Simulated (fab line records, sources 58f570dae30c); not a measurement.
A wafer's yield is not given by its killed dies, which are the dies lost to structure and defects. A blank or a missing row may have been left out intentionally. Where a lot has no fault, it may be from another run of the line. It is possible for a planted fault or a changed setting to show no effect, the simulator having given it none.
One fault through the eyes of 2 desks | flow berkeley-cmos170 | each desk holds nothing but its own numbers, with what lay behind them at the end

== AT THE TOOL OWNER'S DESK: plasma-asher-04 ==
The tool's own readings at UCB170_CONTACT_STRIP_19 (strips in O2): means of the sampled wafers that have a number, for each lot that ran on this tool. Any lot whose mean is over 4 standard deviations away from the usual mean is out of limits and marked OUT; that distance is given in the brackets.
Columns: A = chamber-pressure-mTorr at UCB170_CONTACT_STRIP_19, usual 3500 mTorr; B = drypump-motor-current-A at UCB170_CONTACT_STRIP_19, usual 5.9 A; C = o2-flow-sccm at UCB170_CONTACT_STRIP_19, usual 400.0 sccm; D = oes-product-au at UCB170_CONTACT_STRIP_19, usual 0.725 a.u.
lot  | first seen here | A    | B   | C     | D
L960 | day 9 03:58     | 3501 | 5.9 | 399.5 | 0.723
L967 | day 10 19:49    | 3495 | 6.3 | 399.4 | 0.727
L969 | day 10 21:44    | 3500 | 5.9 | 399.0 | 0.723
L966 | day 10 22:02    | 3500 | 6.1 | 401.4 | 0.724
L971 | day 10 23:20    | 3500 | 6.1 | 399.3 | 0.732
This desk's finding: nothing out of limits on any of the 5 lots.

== METROLOGY DESK ==
What the gauges read, lot by lot, whatever tool the lot ran on: means of the sampled wafers that have a number. Any lot whose mean is over 4 standard deviations away from the usual mean is out of limits and marked OUT; that distance is given in the brackets.
Columns: A = V2_OVL at UCB170_V2_OVL_MEAS_13, usual 1 nm; B = M3_OVL at UCB170_M3_OVL_MEAS_16, usual 5 nm
lot  | first seen here | A  | B
L957 | day 9 00:26     | 4  | 17
L958 | day 9 08:08     | -4 | -1
L963 | day 9 18:50     | -4 | 7
L960 | day 9 19:20     | 0  | 9
L961 | day 9 19:35     | 7  | 9
L965 | day 10 22:28    | 9  | 7
L967 | day 11 11:16    | 7  | 6
L969 | day 11 12:18    | -6 | 1
L966 | day 11 13:47    | -2 | 6
L971 | day 11 15:10    | -2 | 7
L977 | day 12 19:25    | 7  | 2
L974 | day 12 19:30    | 0  | 9
L978 | day 13 09:45    | 9  | 2
This desk's finding: nothing out of limits on any of the 13 lots.

== BROUGHT TOGETHER ==
The desk of the tool owner found nothing out of limits.
At the metrology desk, nothing out of limits was observed.

== WHAT HAD BEEN PUT IN BY THE SIMULATOR ==
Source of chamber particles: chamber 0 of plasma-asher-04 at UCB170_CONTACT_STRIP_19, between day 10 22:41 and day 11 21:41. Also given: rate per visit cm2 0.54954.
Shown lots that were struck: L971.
